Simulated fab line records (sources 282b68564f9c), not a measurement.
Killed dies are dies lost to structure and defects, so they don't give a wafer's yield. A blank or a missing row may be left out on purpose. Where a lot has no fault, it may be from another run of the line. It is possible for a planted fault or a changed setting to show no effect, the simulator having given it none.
fab line records	flow rit-cmos
record lots=15	wafers=45	last-day=7
route steps=202 shown FOX2@23
lots that met no fault: from a run of the same line without faults
start-h: hours from the record's first day to the start of the lot's first wafer shown	wait-h: hours elapsed since this lot's preceding step	" the same as in the row above	L1.1+2: one row covering several wafers at once	- no value, or no start given	* or withheld: withheld	< > ~ a bound
route shown NAME@n: NAME is a module with steps in the file, n the number in the route of the first one	usual: the fault-free wafers' mean and standard deviation	same: alike in all rows	chamber/n: place in a boat	sites: per-site readings	_std_site: the standard deviation of these	_edge_site: outer sites' mean less inner sites'	radius-mm: for every site, how far away it sits from the centre of the wafer	mask NAME#n: copy n	behind: the tool/chamber that last shaped the wafer	hold: why the lot went on hold/how many hours it stayed there/how the hold came to an end	device: transistor that didn't switch, given as n, p or np	end of line: tests of these same wafers at the route's end	a step without rows: its recipe alone	killed: at the first sort, the dies lost to defects and structure; wafer yield is something else	map: a wafer's dies, marking killed ones x, the rest . and places with no die _
set.NAME: the run value of the setting; set.NAME@STEP: its run value at that earlier step	model.NAME: the simulator's own value behind a step, which no gauge read
steps of the route over a sample of lots; a table a step, a row a wafer
services: a tool's chamber out of use, with start hour (start-h, from the record's first day; less than 0 if before it), hours out, and reason
## steps
# step RIT_FOX2_OXIDATION_00
# recipe temp-c=1100	ambient=H2O	target-thk-a=3507	p-h2o-torr=720	ox-time-s=1130
# usual spike-tc-centre-C=1103.0/1.5	spike-tc-load-C=1126.7/2.1	spike-tc-source-C=1123.1/2.2	tube-center-temp-C=1100/0.093	tube_center_temp_C_max=1102.9/0.42
lot.wafer	tool	chamber	start-h	wait-h	spike-tc-centre-C	spike-tc-load-C	spike-tc-source-C	tube-center-temp-C	tube_center_temp_C_max
L808.1	furnace-03	0	24.38	0.0	1102.5	1126.8	1121.6	1100	1102.7
L808.2	"	0	"	"	1102.0	1128.5	1123.4	1099.9	1102.5
L808.5	"	0	"	"	1102.0	1128.9	1123.2	1100	1103.2
L809.1	furnace-03	0	27.21	0.0	1102.8	1128.3	1121.2	1100.1	1102.7
L809.3	"	0	"	"	1103.6	1129.4	1119.1	1100	1103.1
L809.5	"	0	"	"	1102.2	1130.4	1121.4	1099.7	1102.7
L810.1	furnace-01	0	32.13	0.0	1104.3	1122.9	1121.0	1099.8	1102.5
L810.2	"	0	"	"	1104.4	1123.4	1123.8	1100	1102.5
L810.6	"	0	"	"	1105.2	1124.1	1123.5	1099.8	1102.4
L811.2	furnace-01	0	37.11	0.0	1105.5	1122.8	1122.0	1100.1	1103.0
L811.4	"	0	"	"	1104.3	1124.0	1122.0	1100	1102.5
L811.5	"	0	"	"	1105.4	1125.3	1122.0	1100.1	1102.9
L813.1	furnace-03	0	48.15	0.7	1101.9	1127.2	1121.6	1099.9	1103.1
L813.2	"	0	"	"	1100.2	1127.8	1122.5	1100	1103.2
L813.3	"	0	"	"	1103.2	1129.7	1120.4	1099.8	1102.6
L814.1	furnace-03	0	53.13	0.9	1101.8	1128.3	1121.3	1099.9	1102.5
L814.3	"	0	"	"	1101.7	1128.4	1121.8	1100	1103.9
L814.5	"	0	"	"	1103.7	1128.5	1122.5	1100	1102.7
L815.1	furnace-03	0	57.63	0.0	1102.2	1129.4	1122.3	1099.9	1102.8
L815.2	"	0	"	"	1103.1	1129.0	1120.5	1100.1	1102.6
L815.3	"	0	"	"	1102.1	1128.6	1122.1	1100	1102.7
L817.1	furnace-03	0	68.11	0.0	1103.9	1129.0	1120.9	1100.1	1102.5
L817.3	"	0	"	"	1101.6	1128.8	1121.3	1100	1102.9
L817.5	"	0	"	"	1103.0	1128.0	1121.5	1099.9	1102.7
L819.2	furnace-01	0	77.00	0.0	1104.5	1125.3	1123.6	1100	1102.7
L819.4	"	0	"	"	1104.9	1125.5	1121.8	1100	1103.2
L819.5	"	0	"	"	1102.1	1123.0	1122.9	1100	1102.6
L820.2	furnace-03	0	82.14	0.0	1119.0	1145.4	1136.0	1114.9	1117.3
L820.4	"	0	"	"	1116.2	1143.6	1137.4	1115	1117.8
L820.5	"	0	"	"	1118.0	1144.9	1136.0	1114.9	1117.4
L821.1	furnace-02	0	87.51	0.0	1102.3	1125.8	1126.0	1100.1	1102.6
L821.2	"	0	"	"	1101.1	1127.5	1126.7	1100.2	1103.5
L821.3	"	0	"	"	1101.9	1125.7	1128.2	1100	1102.8
L822.1	furnace-03	0	92.50	0.0	1117.3	1143.9	1137.4	1115.1	1118.2
L822.2	"	0	"	"	1118.4	1142.7	1137.0	1115	1117.1
L822.3	"	0	"	"	1117.5	1144.0	1137.6	1115	1118.2
L823.2	furnace-03	0	97.13	0.0	1118.2	1143.6	1136.4	1115.1	1118.1
L823.3	"	0	"	"	1118.5	1144.1	1137.5	1114.9	1118.1
L823.5	"	0	"	"	1117.6	1144.4	1138.1	1115	1117.4
L829.3	furnace-01	0	129.70	0.0	1104.3	1125.9	1121.6	1100	1103.1
L829.5	"	0	"	"	1103.7	1124.8	1125.3	1100	1103.5
L829.6	"	0	"	"	1104.4	1125.7	1123.4	1100.1	1102.2
L830.1	furnace-01	0	134.27	0.0	1104.3	1126.0	1123.8	1100	1103.2
L830.5	"	0	"	"	1103.4	1124.1	1124.3	1100	1103.1
L830.6	"	0	"	"	1105.0	1125.2	1123.5	1099.9	1102.5
# step RIT_FOX2_THK_MEAS_01
# recipe reads=SiO2_of_FOX2_OXIDATION_00
# usual FOX2_OXIDE_THK=346/6.6
lot.wafer	tool	chamber	start-h	wait-h	hold	FOX2_OXIDE_THK[nm]
L808.1	film-metro-01	-	25.69	0.0	-	356
L808.2	"	-	"	"	-	356
L808.5	"	-	"	"	-	355
L809.1	film-metro-01	-	28.52	0.0	-	351
L809.3	"	-	"	"	-	348
L809.5	"	-	"	"	-	352
L810.1	film-metro-02	-	33.45	0.0	-	340
L810.2	"	-	"	"	-	339
L810.6	"	-	"	"	-	338
L811.2	film-metro-02	-	38.43	0.0	-	356
L811.4	"	-	"	"	-	358
L811.5	"	-	"	"	-	354
L813.1	film-metro-02	-	49.46	0.0	-	337
L813.2	"	-	"	"	-	344
L813.3	"	-	"	"	-	341
L814.1	film-metro-03	-	54.44	0.0	-	339
L814.3	"	-	"	"	-	350
L814.5	"	-	"	"	-	345
L815.1	film-metro-03	-	58.95	0.0	-	346
L815.2	"	-	"	"	-	351
L815.3	"	-	"	"	-	348
L817.1	film-metro-03	-	69.42	0.0	-	340
L817.3	"	-	"	"	-	347
L817.5	"	-	"	"	-	345
L819.2	film-metro-02	-	78.32	0.0	-	353
L819.4	"	-	"	"	-	345
L819.5	"	-	"	"	-	351
L820.2	film-metro-01	-	83.46	0.0	await-dispo/0.2h/release	376
L820.4	"	-	"	"	await-dispo/0.2h/release	374
L820.5	"	-	"	"	await-dispo/0.2h/release	377
L820.2	film-metro-01	-	83.69	0.2	-	376
L820.4	"	-	"	"	-	374
L820.5	"	-	"	"	-	377
L821.1	film-metro-02	-	88.83	0.0	-	342
L821.2	"	-	"	"	-	340
L821.3	"	-	"	"	-	340
L822.1	film-metro-03	-	93.81	0.0	await-dispo/0.2h/release	379
L822.2	"	-	"	"	await-dispo/0.2h/release	379
L822.3	"	-	"	"	await-dispo/0.2h/release	376
L822.1	film-metro-03	-	94.04	0.2	-	379
L822.2	"	-	"	"	-	379
L822.3	"	-	"	"	-	375
L823.2	film-metro-03	-	98.45	0.0	-	370
L823.3	"	-	"	"	-	365
L823.5	"	-	"	"	-	361
L829.3	film-metro-01	-	131.04	0.0	-	346
L829.5	"	-	"	"	-	344
L829.6	"	-	"	"	-	339
L830.1	film-metro-01	-	135.58	0.0	-	347
L830.5	"	-	"	"	-	346
L830.6	"	-	"	"	-	347
# step RIT_FOX2_THK_MEAS_90
# recipe reads=SiO2_of_FOX2_OXIDATION_00
# usual FIELD_OXIDE_LEFT_1_THK=319/6.6
lot.wafer	tool	chamber	start-h	wait-h	hold	FIELD_OXIDE_LEFT_1_THK[nm]
L808.1	film-metro-01	-	26.57	0.0	-	329
L808.2	"	-	"	"	-	328
L808.5	"	-	"	"	-	328
L809.1	film-metro-03	-	29.40	0.0	-	323
L809.3	"	-	"	"	-	321
L809.5	"	-	"	"	-	325
L810.1	film-metro-01	-	34.33	0.0	-	313
L810.2	"	-	"	"	-	311
L810.6	"	-	"	"	-	310
L811.2	film-metro-03	-	39.31	0.0	-	328
L811.4	"	-	"	"	-	331
L811.5	"	-	"	"	-	327
L813.1	film-metro-03	-	50.34	0.0	-	309
L813.2	"	-	"	"	-	316
L813.3	"	-	"	"	-	314
L814.1	film-metro-02	-	55.32	0.0	-	312
L814.3	"	-	"	"	-	323
L814.5	"	-	"	"	-	318
L815.1	film-metro-03	-	59.83	0.0	-	318
L815.2	"	-	"	"	-	324
L815.3	"	-	"	"	-	320
L817.1	film-metro-03	-	70.37	0.0	-	313
L817.3	"	-	"	"	-	320
L817.5	"	-	"	"	-	318
L819.2	film-metro-01	-	79.20	0.0	-	325
L819.4	"	-	"	"	-	319
L819.5	"	-	"	"	-	324
L820.2	film-metro-03	-	88.45	0.0	await-dispo/0.2h/release	349
L820.4	"	-	"	"	await-dispo/0.2h/release	347
L820.5	"	-	"	"	await-dispo/0.2h/release	350
L820.2	film-metro-03	-	88.68	0.2	-	349
L820.4	"	-	"	"	-	347
L820.5	"	-	"	"	-	350
L821.1	film-metro-03	-	89.71	0.0	-	316
L821.2	"	-	"	"	-	314
L821.3	"	-	"	"	-	313
L822.1	film-metro-01	-	98.59	0.0	await-dispo/0.2h/release	352
L822.2	"	-	"	"	await-dispo/0.2h/release	351
L822.3	"	-	"	"	await-dispo/0.2h/release	349
L822.1	film-metro-01	-	98.82	0.2	-	352
L822.2	"	-	"	"	-	351
L822.3	"	-	"	"	-	349
L823.2	film-metro-03	-	99.40	0.0	-	342
L823.3	"	-	"	"	-	337
L823.5	"	-	"	"	-	334
L829.3	film-metro-01	-	131.91	0.0	-	319
L829.5	"	-	"	"	-	316
L829.6	"	-	"	"	-	311
L830.1	film-metro-03	-	136.46	0.0	-	320
L830.5	"	-	"	"	-	318
L830.6	"	-	"	"	-	319
# step RIT_FOX2_THK_MEAS_91
# recipe reads=SiO2_of_FOX2_OXIDATION_00
# usual FIELD_OXIDE_LEFT_2_THK=251/6.7
lot.wafer	tool	chamber	start-h	wait-h	hold	FIELD_OXIDE_LEFT_2_THK[nm]
L808.1	film-metro-03	-	39.00	0.0	-	262
L808.2	"	-	"	"	-	260
L808.5	"	-	"	"	-	261
L809.1	film-metro-01	-	42.36	0.0	-	254
L809.3	"	-	"	"	-	252
L809.5	"	-	"	"	-	256
L810.1	film-metro-01	-	46.84	0.0	-	244
L810.2	"	-	"	"	-	242
L810.6	"	-	"	"	-	241
L811.2	film-metro-03	-	51.79	0.0	-	261
L811.4	"	-	"	"	-	264
L811.5	"	-	"	"	-	260
L813.1	film-metro-01	-	62.68	0.0	-	242
L813.2	"	-	"	"	-	249
L813.3	"	-	"	"	-	246
L814.1	film-metro-02	-	67.60	0.0	-	245
L814.3	"	-	"	"	-	256
L814.5	"	-	"	"	-	250
L815.1	film-metro-01	-	72.33	0.0	-	250
L815.2	"	-	"	"	-	255
L815.3	"	-	"	"	-	252
L817.1	film-metro-03	-	83.10	0.0	-	245
L817.3	"	-	"	"	-	252
L817.5	"	-	"	"	-	250
L819.2	film-metro-01	-	91.47	0.0	-	257
L819.4	"	-	"	"	-	250
L819.5	"	-	"	"	-	256
L821.1	film-metro-03	-	102.27	0.0	-	248
L821.2	"	-	"	"	-	246
L821.3	"	-	"	"	-	246
L820.2	film-metro-02	-	109.62	0.0	await-dispo/0.2h/release	281
L820.4	"	-	"	"	await-dispo/0.2h/release	279
L820.5	"	-	"	"	await-dispo/0.2h/release	282
L820.2	film-metro-02	-	109.85	0.2	-	281
L820.4	"	-	"	"	-	279
L820.5	"	-	"	"	-	282
L823.2	film-metro-02	-	113.22	0.0	-	275
L823.3	"	-	"	"	-	269
L823.5	"	-	"	"	-	266
L822.1	film-metro-02	-	131.83	0.0	await-dispo/0.2h/release	282
L822.2	"	-	"	"	await-dispo/0.2h/release	283
L822.3	"	-	"	"	await-dispo/0.2h/release	279
L822.1	film-metro-02	-	132.06	0.2	-	282
L822.2	"	-	"	"	-	283
L822.3	"	-	"	"	-	279
L829.3	film-metro-03	-	144.81	0.0	-	251
L829.5	"	-	"	"	-	249
L829.6	"	-	"	"	-	244
L830.1	film-metro-03	-	148.84	0.0	-	252
L830.5	"	-	"	"	-	251
L830.6	"	-	"	"	-	252
## services
tool	chamber	start-h	hours	kind
furnace-01	-	98.39	2.6	pm
furnace-03	-	102.05	5.5	pm
furnace-02	-	104.10	3.2	pm
furnace-01	-	112.59	1.3	pm
furnace-03	-	114.67	3.3	pm
## key
first-sign step=RIT_FOX2_OXIDATION_00	reading=tube-center-temp-C	direction=up	sigmas=99+	usual=*	struck=*
effect step=RIT_FOX2_OXIDATION_00	reading=tube_center_temp_C_max	direction=up	sigmas=36	usual=*	struck=*
effect step=RIT_FOX2_THK_MEAS_01	reading=visit	direction=added
effect step=RIT_FOX2_THK_MEAS_90	reading=visit	direction=added
effect step=RIT_FOX2_THK_MEAS_91	reading=FIELD_OXIDE_LEFT_2_THK	direction=up	sigmas=4	usual=251	struck=277
met-at RIT_FOX2_OXIDATION_00
struck-lots L820,L822,L823
rows-end L820.2,L820.4,L820.5,L822.1,L822.2,L822.3
tester-left-out L823
onset-between 68.11 82.14
fault kind=process-parameter-drift	tool=furnace-03	chamber=-	onset-h=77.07	steps=RIT_FOX2_OXIDATION_00	channel=temp-c	offset=*	shape=step	end-h=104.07	acts-in=*	stated=*
# tester-left-out: of these lots the tester's yield and bins aren't shown, on N5 and GAA mostly nor the transistor test; their killed dies are dies lost to structure and defects alone, not to doping, threshold or leakage, so they don't give the yield
# rows-end: these wafers met a further fault down the route, and their rows from its step on are left out
